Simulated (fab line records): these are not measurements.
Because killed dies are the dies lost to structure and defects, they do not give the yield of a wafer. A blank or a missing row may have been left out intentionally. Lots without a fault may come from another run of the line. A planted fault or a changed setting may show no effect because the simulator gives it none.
fab line records	flow berkeley-cmos170
[record] lots = 5	wafers = 15	last-day = 10
route steps=331 shown M1@251 V1@254 M2@271
lots with no fault: from the same line, run without faults
start-h: hours from the record's first day to the start of the lot's first wafer shown	wait-h: hours from the lot's prior step to this one	" identical to the entry in the row above	L1.1+2: a row that stands for several wafers	- value missing, or start not given	* or withheld: withheld	< > ~ a bound
route shown NAME@n: a module of which the file shows steps, and the number in the route of the first	usual: the fault-free wafers' mean and standard deviation	same: alike in all rows	chamber/n: place in a boat	sites: per-site readings	_std_site: the values' standard deviation	_edge_site: outer sites' mean less inner sites'	radius-mm: how far each site lies from the wafer's centre	mask NAME#n: copy n	behind: the tool/chamber that last shaped the wafer	hold: why the lot was held/for how many hours/how that ended	device: whichever transistor did not switch (one of n, p or np)	end of line: tests of these same wafers at the route's end	a step with no rows: only its recipe	killed: not the wafer's yield, but the dies lost to structure and defects at the first sort	map: dies across one wafer; x = killed, . = not, _ = none there
set.NAME: the setting as run; set.NAME@STEP: as run at that earlier step	model.NAME: the simulator's own value behind a step, which no gauge read
certain route steps with their lots: each step a table, each wafer a row
services: the hour from which a tool's chamber was out of use, counted from the record's first day as start-h (under 0 if before that day), plus the number of hours and why
[[steps]]
[step UCB170_M1_STRIP_13]
[recipe] chemistry = O2	power-w = 400	pressure-mtorr = 3500	platen-temp-c = withheld	o2-flow-sccm = 400	overash-fraction = 0.5
[usual] drypump-motor-current-A = 5.8/0.37	oes-product-au = 0.720/0.0045
lot.wafer	tool	chamber	start-h	wait-h	drypump-motor-current-A	oes-product-au	rf-hours-counter-h
L074.2	plasma-asher-01	0	144.45	0.1	6.0	0.722	46
L074.4	"	0	"	"	6.0	0.722	-
L074.5	"	0	"	"	6.0	0.723	-
L083.2	plasma-asher-04	0	187.26	0.1	5.3	0.724	41
L083.4	"	1	"	"	6.0	0.722	-
L083.5	"	0	"	"	5.3	0.726	-
L082.1	plasma-asher-02	1	187.43	0.1	5.8	0.726	43
L082.3	"	1	"	"	5.8	0.720	-
L082.6	"	0	"	"	6.2	0.719	-
L086.3	plasma-asher-02	0	227.28	0.1	6.2	0.716	-
L086.5	"	1	"	"	5.8	0.723	-
L086.6	"	0	"	"	6.2	0.720	-
L090.2	plasma-asher-01	1	227.99	0.1	5.2	0.731	57
L090.5	"	0	"	"	6.0	0.714	-
L090.6	"	1	"	"	5.2	0.724	-
[step UCB170_M1_CD_MEAS_90]
[recipe] target-cd-nm = 700
[usual] cd-nm = 700.4/2.8
lot.wafer	tool	chamber	start-h	wait-h	cd-nm
L074.2	cd-sem-01	-	144.57	0.1	701.4
L074.4	"	-	"	"	705.9
L074.5	"	-	"	"	706.1
L083.2	cd-sem-02	-	187.38	0.1	701.1
L083.4	"	-	"	"	699.4
L083.5	"	-	"	"	704.3
L082.1	cd-sem-01	-	187.53	0.1	700.5
L082.3	"	-	"	"	703.9
L082.6	"	-	"	"	701.7
L086.3	cd-sem-01	-	227.39	0.1	699.6
L086.5	"	-	"	"	698.9
L086.6	"	-	"	"	700.1
L090.2	cd-sem-01	-	228.11	0.1	701.4
L090.5	"	-	"	"	699.1
L090.6	"	-	"	"	699.3
[step UCB170_M1_ANNEAL_14]
[recipe] temp-c = 400	time-s = 1200	ambient = forming-gas
[usual] spike-tc-source-C = 416.7/2
[same] time-s = 1200
lot.wafer	tool	chamber	start-h	wait-h	spike-tc-source-C
L074.2	-	-	145.69	1.1	417.1
L074.4	"	-	"	"	419.9
L074.5	"	-	"	"	420.2
L082.1	-	-	192.05	4.5	416.6
L082.3	"	-	"	"	417.4
L082.6	"	-	"	"	415.6
L083.2	-	-	192.05	4.6	415.9
L083.4	"	-	"	"	415.0
L083.5	"	-	"	"	415.6
L086.3	-	-	228.82	1.4	415.9
L086.5	"	-	"	"	415.4
L086.6	"	-	"	"	413.0
L090.2	-	-	228.82	0.7	415.2
L090.5	"	-	"	"	417.8
L090.6	"	-	"	"	415.2
[step UCB170_V1_CVD_00]
[recipe] material = SiO2	target-thk-nm = 2000	temp-c = 390	precursor = TEOS/O2	time-s = 250	rf-w = 550	pressure-mtorr = 9000
[usual] heater-power-w = 256/61	susceptor-temp-C = 389.99/0.21
[same] time-s = 250
lot.wafer	tool	chamber	start-h	wait-h	heater-power-w	susceptor-temp-C
L074.2	pecvd-01	0	147.02	0.0	232	390.48
L074.4	"	1	"	"	341	389.86
L074.5	"	2	"	"	221	390.09
L082.1	pecvd-01	1	193.38	0.0	328	390.35
L082.3	"	2	"	"	279	390.08
L082.6	"	1	"	"	258	390.37
L083.2	pecvd-04	2	193.38	0.0	269	389.77
L083.4	"	2	"	"	193	390.02
L083.5	"	0	"	"	139	390.09
L086.3	pecvd-01	2	230.15	0.0	286	390.27
L086.5	"	0	"	"	216	389.96
L086.6	"	2	"	"	218	389.74
L090.2	pecvd-01	1	230.31	0.2	305	389.87
L090.5	"	0	"	"	295	389.79
L090.6	"	2	"	"	216	390.19
[step UCB170_V1_THK_MEAS_01]
[recipe] reads = SiO2_of_V1_CVD_00
[usual] V1_TEOS_THK = 1995/25
lot.wafer	tool	chamber	start-h	wait-h	V1_TEOS_THK[nm]
L074.2	film-metro-03	-	147.19	0.1	1987
L074.4	"	-	"	"	1994
L074.5	"	-	"	"	1978
L082.1	film-metro-03	-	193.54	0.1	1984
L082.3	"	-	"	"	1946
L082.6	"	-	"	"	2019
L083.2	film-metro-01	-	193.55	0.1	1994
L083.4	"	-	"	"	2015
L083.5	"	-	"	"	2053
L086.3	film-metro-04	-	230.33	0.1	1955
L086.5	"	-	"	"	2020
L086.6	"	-	"	"	2020
L090.2	film-metro-03	-	230.47	0.1	2021
L090.5	"	-	"	"	2021
L090.6	"	-	"	"	1993
[step UCB170_V1_CMP_02]
[recipe] material = SiO2	down-force-psi = 6	platen-rpm = 60	pad-velocity-m-s = 0.75398
[usual] motor-current-A = 15.9/2
lot.wafer	tool	chamber	start-h	wait-h	motor-current-A
L074.4	cmp-02	3	147.24	0.0	17.9
L074.2	"	0	"	"	18.5
L074.5	"	3	"	"	17.0
L082.1	cmp-02	2	193.60	0.1	16.9
L082.3	"	1	"	"	15.9
L082.6	"	2	"	"	16.4
L083.2	cmp-01	1	193.60	0.0	18.4
L083.4	"	3	"	"	12.2
L083.5	"	1	"	"	17.0
L086.3	cmp-02	3	230.47	0.1	16.0
L086.6	"	1	"	"	15.9
L086.5	"	2	"	"	16.5
L090.2	cmp-01	0	230.77	0.3	14.3
L090.5	"	2	"	"	15.5
L090.6	"	3	"	"	12.9
[step UCB170_V1_BOW_MEAS_03]
[recipe] mode = bow
[usual] V1_BOW = 18/6.7
lot.wafer	tool	chamber	start-h	wait-h	V1_BOW[um]
L074.2	film-metro-04	-	147.56	0.2	12
L074.4	"	-	"	"	18
L074.5	"	-	"	"	26
L082.1	film-metro-01	-	193.90	0.2	9
L082.3	"	-	"	"	12
L082.6	"	-	"	"	10
L083.2	film-metro-04	-	193.92	0.3	20
L083.4	"	-	"	"	16
L083.5	"	-	"	"	15
L086.3	film-metro-03	-	230.71	0.2	16
L086.5	"	-	"	"	13
L086.6	"	-	"	"	24
L090.2	film-metro-03	-	230.99	0.2	15
L090.5	"	-	"	"	25
L090.6	"	-	"	"	18
[step UCB170_V1_THK_MEAS_04]
[recipe] reads = SiO2_of_V1_CVD_00
[usual] V1_POLISHED_THK = 999.6/1.5
lot.wafer	tool	chamber	start-h	wait-h	V1_POLISHED_THK[nm]
L074.2	film-metro-04	-	147.67	0.1	999.7
L074.4	"	-	"	"	999.7
L074.5	"	-	"	"	999.6
L082.1	film-metro-01	-	194.02	0.1	997.6
L082.3	"	-	"	"	997.1
L082.6	"	-	"	"	998.2
L083.2	film-metro-04	-	194.03	0.1	999.1
L083.4	"	-	"	"	1002.9
L083.5	"	-	"	"	997.6
L086.3	film-metro-03	-	230.81	0.1	1000.7
L086.5	"	-	"	"	998.1
L086.6	"	-	"	"	998.4
L090.2	film-metro-03	-	231.10	0.1	1000.8
L090.5	"	-	"	"	1001.1
L090.6	"	-	"	"	1002.3
[step UCB170_V1_CLEAN_05]
[recipe] chemistry = DIW
lot.wafer	tool	chamber	start-h	wait-h
L074.2+4+5	wet-bench-04	1	147.72	0.0
L082.1+3+6	wet-bench-02	3	194.77	0.7
L083.2+4+5	wet-bench-02	0	194.77	0.7
L086.3+5+6	wet-bench-02	3	230.85	0.0
L090.2+5+6	wet-bench-02	3	231.15	0.0
[step UCB170_V1_HMDS_06]
[recipe] prime-time-s = 60	prime-temp-c = 100
lot.wafer	tool	chamber	start-h	wait-h
L074.2+4+5	litho-track-04	0	148.22	0.3
L083.2+4+5	litho-track-02	0	194.97	0.0
L082.1+3+6	litho-track-04	0	195.32	0.4
L086.3+5+6	litho-track-02	0	231.09	0.1
L090.2+5+6	litho-track-04	0	231.52	0.2
[step UCB170_V1_COAT_07]
[recipe] resist = KrF	spin-rpm = 1500	resist-thk-nm = 900
lot.wafer	tool	chamber	start-h	wait-h
L074.2+4+5	litho-track-04	0	148.37	0.1
L083.2+4+5	litho-track-02	0	195.12	0.1
L082.1+3+6	litho-track-04	0	195.47	0.1
L086.3+5+6	litho-track-02	0	231.24	0.1
L090.2+5+6	litho-track-04	0	231.67	0.1
[step UCB170_V1_SOFTBAKE_08]
[recipe] resist = KrF	temp-c = 130	time-s = 60
[usual] plate-temp-C = 129.99/0.13
[same] time-s = 60
lot.wafer	tool	chamber	start-h	wait-h	plate-temp-C
L074.2	litho-track-04	0	148.52	0.1	130.13
L074.4	"	0	"	"	129.98
L074.5	"	0	"	"	129.89
L083.2	litho-track-02	0	195.27	0.1	130.10
L083.4	"	0	"	"	129.92
L083.5	"	0	"	"	130.08
L082.1	litho-track-04	0	195.62	0.1	129.87
L082.3	"	0	"	"	129.91
L082.6	"	0	"	"	130.04
L086.3	litho-track-02	0	231.39	0.1	130.13
L086.5	"	0	"	"	130.17
L086.6	"	0	"	"	130.03
L090.2	litho-track-04	0	231.82	0.1	130.01
L090.5	"	0	"	"	130.04
L090.6	"	0	"	"	130.14
[step UCB170_V1_EXPOSE_09]
[recipe] mask-id = VIA1	target-cd-nm = 700	na = 0.5	sigma-outer = 0.6	source-shape = conventional	dose-mj = 37
[usual] exposure-dose-mJ-cm2 = 36.96/0.039
lot.wafer	tool	chamber	start-h	wait-h	mask	exposure-dose-mJ-cm2
L074.2	krf-scanner-02	0	148.85	0.3	VIA1#0	37.02
L074.4	"	0	"	"	VIA1#0	36.95
L074.5	"	0	"	"	VIA1#0	36.92
L083.2	krf-scanner-01	0	195.41	0.1	VIA1#0	36.96
L083.4	"	0	"	"	VIA1#0	36.99
L083.5	"	0	"	"	VIA1#0	37.05
L082.1	krf-scanner-01	0	195.77	0.1	VIA1#0	36.96
L082.3	"	0	"	"	VIA1#0	36.99
L082.6	"	0	"	"	VIA1#0	36.95
L086.3	krf-scanner-02	0	231.77	0.4	VIA1#0	36.99
L086.5	"	0	"	"	VIA1#0	37.00
L086.6	"	0	"	"	VIA1#0	36.97
L090.2	krf-scanner-02	0	232.24	0.4	VIA1#0	36.93
L090.5	"	0	"	"	VIA1#0	36.93
L090.6	"	0	"	"	VIA1#0	36.88
[step UCB170_V1_PEB_10]
[recipe] peb-temp-c = 130	peb-time-s = withheld	resist = KrF
[usual] plate-temp-C = 129.98/0.13
lot.wafer	tool	chamber	start-h	wait-h	plate-temp-C
L074.2	litho-track-02	0	148.97	0.1	130.15
L074.4	"	0	"	"	130.01
L074.5	"	0	"	"	130.21
L083.2	litho-track-01	0	196.10	0.7	129.83
L083.4	"	0	"	"	129.84
L083.5	"	0	"	"	129.69
L082.1	litho-track-04	0	196.50	0.7	129.71
L082.3	"	0	"	"	130.05
L082.6	"	0	"	"	130.01
L086.3	litho-track-04	0	231.99	0.2	129.95
L086.5	"	0	"	"	130.11
L086.6	"	0	"	"	129.97
L090.2	litho-track-02	0	232.39	0.1	130.14
L090.5	"	0	"	"	130.19
L090.6	"	0	"	"	129.88
[step UCB170_V1_DEVELOP_11]
[recipe] developer = TMAH	develop-time-s = 46.4	resist = KrF	dev-temp-c = 21
[same] develop-time-s = 46.4
lot.wafer	tool	chamber	start-h	wait-h
L074.2+4+5	litho-track-02	0	-	-
L083.2+4+5	litho-track-01	0	-	-
L082.1+3+6	litho-track-04	0	-	-
L086.3+5+6	litho-track-04	0	-	-
L090.2+5+6	litho-track-02	0	-	-
[step UCB170_V1_CD_MEAS_12]
[recipe] target-cd-nm = 700
[usual] cd-nm = 699.9/1.3
lot.wafer	tool	chamber	start-h	wait-h	cd-nm
L074.2	cd-sem-02	-	149.24	-	701.3
L074.4	"	-	"	"	699.5
L074.5	"	-	"	"	700.3
L083.2	cd-sem-01	-	196.37	-	700.7
L083.4	"	-	"	"	701.2
L083.5	"	-	"	"	700.5
L082.1	cd-sem-02	-	196.77	-	701.3
L082.3	"	-	"	"	700.3
L082.6	"	-	"	"	701.4
L086.3	cd-sem-01	-	232.26	-	701.4
L086.5	"	-	"	"	699.1
L086.6	"	-	"	"	700.9
L090.2	cd-sem-02	-	232.66	-	697.9
L090.5	"	-	"	"	699.5
L090.6	"	-	"	"	697.7
[step UCB170_V1_OVL_MEAS_13]
[usual] V1_OVL = -1/4.5
lot.wafer	tool	chamber	start-h	wait-h	V1_OVL[nm]
L074.2	overlay-01	-	149.35	0.1	2
L074.4	"	-	"	"	-2
L074.5	"	-	"	"	-1
L083.2	overlay-01	-	196.48	0.1	1
L083.4	"	-	"	"	0
L083.5	"	-	"	"	0
L082.1	overlay-02	-	196.89	0.1	-11
L082.3	"	-	"	"	-4
L082.6	"	-	"	"	-8
L086.3	overlay-02	-	232.35	0.1	3
L086.5	"	-	"	"	6
L086.6	"	-	"	"	1
L090.2	overlay-02	-	232.77	0.1	-3
L090.5	"	-	"	"	-3
L090.6	"	-	"	"	-3
[step UCB170_V1_ETCH_14]
[recipe] chemistry = CHF3/CF4/Ar	target = SiO2	stop-on = Al	CHF3_flow_sccm = 45	cf4-flow-sccm = 15	Ar_flow_sccm = 150	pressure-mtorr = 200	rf-w = 700	target-depth-a = 12500	over-etch-frac = 0.25	time-s = 291
[usual] drypump-motor-current-A = 5.7/0.49	oes-product-au = 0.868/0.0084	throttle-valve-pct = 7.01/0.1
[same] time-s = 291
lot.wafer	tool	chamber	start-h	wait-h	drypump-motor-current-A	oes-product-au	rf-hours-counter-h	throttle-valve-pct
L074.2	rie-diel-03	0	149.38	0.0	6.4	0.869	0	6.94
L074.4	"	2	"	"	5.7	0.873	117	6.95
L074.5	"	1	"	"	6.3	0.861	-	7.17
L083.2	rie-diel-02	2	196.51	0.0	6.3	0.886	70	7.07
L083.4	"	0	"	"	5.9	0.878	105	6.92
L083.5	"	3	"	"	5.0	0.878	-	7.08
L082.1	rie-diel-04	1	196.93	0.0	4.9	0.884	145	7.04
L082.3	"	2	"	"	5.1	0.854	45	7.07
L082.6	"	3	"	"	5.9	0.862	-	6.84
L086.3	rie-diel-02	2	232.37	0.0	6.3	0.884	71	7.10
L086.5	"	2	"	"	6.3	0.882	-	7.10
L086.6	"	3	"	"	5.0	0.862	-	7.08
L090.2	rie-diel-04	2	232.80	0.0	5.1	0.862	47	7.07
L090.5	"	0	"	"	5.7	0.880	-	7.10
L090.6	"	3	"	"	5.9	0.867	-	6.84
[step UCB170_V1_STRIP_15]
[recipe] chemistry = O2	power-w = 400	pressure-mtorr = 3500	platen-temp-c = withheld	o2-flow-sccm = 400	overash-fraction = 0.5
[usual] drypump-motor-current-A = 5.7/0.39	oes-product-au = 0.722/0.0045	strip-time-to-endpoint-s = 15.34/0.12
lot.wafer	tool	chamber	start-h	wait-h	drypump-motor-current-A	oes-product-au	rf-hours-counter-h	strip-time-to-endpoint-s
L074.2	plasma-asher-04	0	149.56	0.1	5.3	0.721	37	15.47
L074.4	"	1	"	"	6.0	0.726	-	15.27
L074.5	"	0	"	"	5.3	0.722	-	15.42
L083.2	plasma-asher-04	1	196.69	0.1	5.9	0.730	42	15.32
L083.4	"	0	"	"	5.3	0.722	-	15.18
L083.5	"	0	"	"	5.3	0.722	-	15.29
L082.1	plasma-asher-04	0	197.10	0.1	5.3	0.722	42	15.32
L082.3	"	0	"	"	5.3	0.732	-	15.24
L082.6	"	1	"	"	5.9	0.724	-	15.45
L086.3	plasma-asher-03	1	232.58	0.1	5.8	0.721	-	15.28
L086.5	"	0	"	"	5.0	0.717	-	15.35
L086.6	"	1	"	"	5.8	0.724	-	15.26
L090.2	plasma-asher-02	1	232.98	0.1	5.8	0.721	46	15.29
L090.5	"	0	"	"	6.2	0.722	-	15.27
L090.6	"	1	"	"	5.8	0.718	-	15.35
[step UCB170_V1_CD_MEAS_90]
[recipe] target-cd-nm = 700
[usual] cd-nm = 699.7/1.3
lot.wafer	tool	chamber	start-h	wait-h	cd-nm
L074.2	cd-sem-01	-	149.68	0.1	700.8
L074.4	"	-	"	"	698.4
L074.5	"	-	"	"	699.6
L083.2	cd-sem-01	-	196.89	0.2	700.9
L083.4	"	-	"	"	702.7
L083.5	"	-	"	"	700.9
L082.1	cd-sem-01	-	197.20	0.1	700.3
L082.3	"	-	"	"	700.1
L082.6	"	-	"	"	701.6
L086.3	cd-sem-01	-	232.69	0.1	702.1
L086.5	"	-	"	"	699.5
L086.6	"	-	"	"	700.9
L090.2	cd-sem-02	-	233.10	0.1	698.5
L090.5	"	-	"	"	698.9
L090.6	"	-	"	"	697.7
[step UCB170_M2_PRE_CLEAN_00]
[recipe] gas = Ar	preclean-etch-time-s = 60
lot.wafer	tool	chamber	start-h	wait-h
L074.2+4+5	pvd-sputter-02	-	149.78	0.1
L083.2+4+5	pvd-sputter-04	-	196.99	0.1
L082.1+3+6	pvd-sputter-02	-	197.32	0.1
L086.3+5+6	pvd-sputter-02	-	232.77	0.1
L090.2+5+6	pvd-sputter-01	-	233.20	0.1
[step UCB170_M2_SPUTTER_01]
[recipe] material = Al	target-thk-nm = 900	time-s = 120	power-w = 6000	chamber-pressure-pa = 0.5
[usual] throttle-valve-pct = 30.0/0.78
[same] time-s = 120
lot.wafer	tool	chamber	start-h	wait-h	throttle-valve-pct
L074.2	pvd-sputter-02	-	149.85	0.0	28.7
L074.4	"	-	"	"	31.1
L074.5	"	-	"	"	28.7
L083.2	pvd-sputter-04	-	197.06	0.0	30.1
L083.4	"	-	"	"	30.3
L083.5	"	-	"	"	30.2
L082.1	pvd-sputter-02	-	197.39	0.0	30.8
L082.3	"	-	"	"	29.6
L082.6	"	-	"	"	31.2
L086.3	pvd-sputter-02	-	232.84	0.0	30.8
L086.5	"	-	"	"	30.7
L086.6	"	-	"	"	28.9
L090.2	pvd-sputter-01	-	233.26	0.0	29.7
L090.5	"	-	"	"	29.1
L090.6	"	-	"	"	29.2
[step UCB170_M2_RS_MEAS_02]
[recipe] thk-meas-gauge = four-point-probe	reads = Al_of_M2_SPUTTER_01
[usual] M2_AL_RS = 0.0318/0.00039
lot.wafer	tool	chamber	start-h	wait-h	M2_AL_RS[ohm/sq]
L074.2	film-metro-02	-	149.95	0.1	0.0320
L074.4	"	-	"	"	0.0311
L074.5	"	-	"	"	0.0321
L083.2	film-metro-04	-	197.16	0.1	0.0321
L083.4	"	-	"	"	0.0318
L083.5	"	-	"	"	0.0323
L082.1	film-metro-02	-	197.47	0.0	0.0315
L082.3	"	-	"	"	0.0325
L082.6	"	-	"	"	0.0315
L086.3	film-metro-02	-	232.96	0.1	0.0317
L086.5	"	-	"	"	0.0318
L086.6	"	-	"	"	0.0322
L090.2	film-metro-04	-	233.37	0.1	0.0316
L090.5	"	-	"	"	0.0313
L090.6	"	-	"	"	0.0317
[step UCB170_M2_THK_MEAS_03]
[recipe] thk-meas-gauge = xrf	reads = Al_of_M2_SPUTTER_01
[usual] M2_AL_THK = 920/13
lot.wafer	tool	chamber	start-h	wait-h	M2_AL_THK[nm]
L074.2	film-metro-02	-	150.06	0.1	920
L074.4	"	-	"	"	943
L074.5	"	-	"	"	913
L083.2	film-metro-04	-	197.27	0.1	915
L083.4	"	-	"	"	923
L083.5	"	-	"	"	911
L082.1	film-metro-02	-	197.59	0.1	931
L082.3	"	-	"	"	905
L082.6	"	-	"	"	934
L086.3	film-metro-02	-	233.06	0.1	932
L086.5	"	-	"	"	932
L086.6	"	-	"	"	919
L090.2	film-metro-04	-	233.48	0.1	937
L090.5	"	-	"	"	939
L090.6	"	-	"	"	929
[step UCB170_M2_HMDS_04]
[recipe] prime-time-s = 60	prime-temp-c = 100
lot.wafer	tool	chamber	start-h	wait-h
L074.2+4+5	litho-track-02	0	150.46	0.4
L083.2+4+5	litho-track-01	0	198.00	0.7
L082.1+3+6	litho-track-02	0	198.20	0.6
L086.3+5+6	litho-track-02	0	233.15	0.1
L090.2+5+6	litho-track-02	0	233.58	0.1
[step UCB170_M2_COAT_05]
[recipe] resist = KrF	spin-rpm = 1500	resist-thk-nm = 900
lot.wafer	tool	chamber	start-h	wait-h
L074.2+4+5	litho-track-02	0	150.61	0.1
L083.2+4+5	litho-track-01	0	198.15	0.1
L082.1+3+6	litho-track-02	0	198.35	0.1
L086.3+5+6	litho-track-02	0	233.30	0.1
L090.2+5+6	litho-track-02	0	233.73	0.1
[step UCB170_M2_SOFTBAKE_06]
[recipe] resist = KrF	temp-c = 130	time-s = 60
[usual] plate-temp-C = 130.03/0.13
[same] time-s = 60
lot.wafer	tool	chamber	start-h	wait-h	plate-temp-C
L074.2	litho-track-02	0	150.76	0.1	129.97
L074.4	"	0	"	"	129.79
L074.5	"	0	"	"	130.07
L083.2	litho-track-01	0	198.30	0.1	129.90
L083.4	"	0	"	"	130.08
L083.5	"	0	"	"	130.01
L082.1	litho-track-02	0	198.50	0.1	129.88
L082.3	"	0	"	"	129.98
L082.6	"	0	"	"	129.78
L086.3	litho-track-02	0	233.45	0.1	130.05
L086.5	"	0	"	"	130.07
L086.6	"	0	"	"	129.90
L090.2	litho-track-02	0	233.88	0.1	130.09
L090.5	"	0	"	"	130.07
L090.6	"	0	"	"	130.08
[step UCB170_M2_STRIP_07]
[recipe] chemistry = O2	power-w = 400	pressure-mtorr = 3500	platen-temp-c = withheld	o2-flow-sccm = 400	overash-fraction = 0.5
[usual] drypump-motor-current-A = 5.6/0.37	oes-product-au = 0.734/0.0043	strip-time-to-endpoint-s = 21.97/0.067
lot.wafer	tool	chamber	start-h	wait-h	drypump-motor-current-A	oes-product-au	rf-hours-counter-h	strip-time-to-endpoint-s
L074.2	plasma-asher-01	1	150.89	0.1	5.2	0.731	47	21.94
L074.4	"	0	"	"	6.0	0.731	-	21.96
L074.5	"	0	"	"	6.0	0.729	-	21.93
L083.2	plasma-asher-03	0	198.43	0.1	5.1	0.727	9	22.03
L083.4	"	0	"	"	5.1	0.734	-	21.98
L083.5	"	1	"	"	5.8	0.736	-	21.95
L082.1	plasma-asher-04	1	198.65	0.1	5.9	0.732	43	22.01
L082.3	"	1	"	"	6.0	0.731	-	22.06
L082.6	"	0	"	"	5.3	0.738	-	22.09
L086.3	plasma-asher-01	1	233.58	0.1	5.2	0.728	-	22.08
L086.5	"	1	"	"	5.2	0.744	-	22.10
L086.6	"	0	"	"	6.0	0.736	-	22.15
L090.2	plasma-asher-03	1	234.00	0.1	5.8	0.732	13	21.96
L090.5	"	0	"	"	5.1	0.733	-	21.98
L090.6	"	1	"	"	5.8	0.733	-	22.01
[step UCB170_M2_STRIP_08]
[recipe] chemistry = DMSO	temp-c = 80	time-s = 600	material = KrF
[same] time-s = 600
lot.wafer	tool	chamber	start-h	wait-h
L074.2+4+5	wet-bench-04	0	150.99	0.1
L083.2+4+5	wet-bench-04	2	198.53	0.1
L082.1+3+6	wet-bench-03	1	198.75	0.1
L086.3+5+6	wet-bench-01	2	233.75	0.1
L090.2+5+6	wet-bench-01	1	234.16	0.1
[step UCB170_M2_COAT_09]
[recipe] resist = BARC	temp-c = withheld	time-s = withheld	spin-rpm = 3000	resist-thk-nm = withheld
lot.wafer	tool	chamber	start-h	wait-h
L074.2+4+5	litho-track-02	0	151.64	0.5
L082.1+3+6	litho-track-03	0	199.84	0.9
L083.2+4+5	litho-track-02	0	199.85	1.1
L086.3+5+6	litho-track-03	0	234.45	0.5
L090.2+5+6	litho-track-01	0	234.64	0.3
[[services]]
tool	chamber	start-h	hours	kind
pecvd-04	1	121.49	5.5	repair
krf-scanner-01	-	124.81	0.8	pm
krf-scanner-01	-	125.65	33.6	repair
rie-diel-03	0	127.02	-	clean
rie-diel-03	0	127.02	17.9	scheduled-down
rie-diel-03	0	127.02	17.9	vent-cycle
rie-diel-02	2	130.96	2.5	repair
rie-diel-03	-	135.07	0.9	repair
rie-diel-04	0	140.79	2.0	repair
cmp-02	-	146.59	0.3	repair
rie-diel-04	1	147.02	4.0	repair
plasma-asher-02	-	151.98	11.8	pm
krf-scanner-02	-	159.35	1.3	pm
furnace-03	-	175.52	3.2	pm
rie-diel-03	-	176.63	1.1	repair
pvd-sputter-04	-	185.54	1.3	repair
plasma-asher-02	-	200.08	15.6	pm
krf-scanner-02	-	203.73	0.8	pm
plasma-asher-02	-	215.68	2.8	pm
krf-scanner-02	-	219.97	0.8	pm
rie-diel-03	3	223.25	16.6	repair
cmp-02	-	224.06	0.3	repair
cmp-02	-	232.00	4.0	pm
rie-diel-04	1	233.14	3.9	repair
[[key]]
fault none
